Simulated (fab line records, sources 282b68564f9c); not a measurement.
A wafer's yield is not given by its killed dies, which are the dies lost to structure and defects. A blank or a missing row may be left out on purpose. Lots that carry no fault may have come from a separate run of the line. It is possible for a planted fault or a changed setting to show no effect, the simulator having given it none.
Which tool did it? || flow rit cmos || 7 lots, 21 wafers sampled, at 2 steps of a route of 202

## WHAT THE GAUGES READ, wafer by wafer
RIT_FOX2_THK_MEAS_01.
{"lot": "L349", "measured": "day 2 08:36", "on": "film metro-01", "FOX2_OXIDE_THK (nm)": "353 357 353"}
{"lot": "L351", "measured": "day 2 19:43", "on": "film metro-01", "FOX2_OXIDE_THK (nm)": "338 343 344"}
{"lot": "L353", "measured": "day 3 02:02", "on": "film metro-01", "FOX2_OXIDE_THK (nm)": "357 356 357"}
{"lot": "L359", "measured": "day 4 08:42", "on": "film metro-01", "FOX2_OXIDE_THK (nm)": "328 328 325"}
{"lot": "L364", "measured": "day 5 08:06", "on": "film metro-03", "FOX2_OXIDE_THK (nm)": "353 348 350"}
{"lot": "L367", "measured": "day 5 23:59", "on": "film metro-03", "FOX2_OXIDE_THK (nm)": "345 349 346"}
{"lot": "L369", "measured": "day 6 12:49", "on": "film metro-01", "FOX2_OXIDE_THK (nm)": "356 345 356"}

## EACH LOT AND THE TOOL THAT RAN IT (in order: tool; ch and the chambers of the sampled wafers; start)
{"lot": "L349", "RIT_FOX2_OXIDATION_00": "furnace-01 ch 0, day 2 07:17"}
{"lot": "L351", "RIT_FOX2_OXIDATION_00": "furnace-04 ch 0, day 2 18:22"}
{"lot": "L353", "RIT_FOX2_OXIDATION_00": "furnace-01 ch 0, day 3 00:43"}
{"lot": "L359", "RIT_FOX2_OXIDATION_00": "furnace-04 ch 0, day 4 07:23"}
{"lot": "L364", "RIT_FOX2_OXIDATION_00": "furnace-01 ch 0, day 5 06:47"}
{"lot": "L367", "RIT_FOX2_OXIDATION_00": "furnace-03 ch 0, day 5 22:41"}
{"lot": "L369", "RIT_FOX2_OXIDATION_00": "furnace-03 ch 0, day 6 11:30"}
- RIT_FOX2_OXIDATION_00: target thk 350.7 nm, ox time 1130 s.

## THE ANSWER, worked out from the rows above alone
Rule: the lots themselves supply what counts as usual. Put in order of their means at a reading, lots are off if they are a third of the lots or fewer, leave a main group of 4 or more, and stand apart from it by a gap of 3 or more times the standard deviation of the main group's means; of several such gaps the widest counts. A main group is skipped when, at the precision printed for the reading in the tables above, its means are all equal. A lot without any number at a reading at which 4 lots or more have one is off too. Any other lot the step has rows for is counted as sound.
None of the lots is off at any reading shown; this tells nothing.

## WHAT WAS PUT IN BY THE SIMULATOR
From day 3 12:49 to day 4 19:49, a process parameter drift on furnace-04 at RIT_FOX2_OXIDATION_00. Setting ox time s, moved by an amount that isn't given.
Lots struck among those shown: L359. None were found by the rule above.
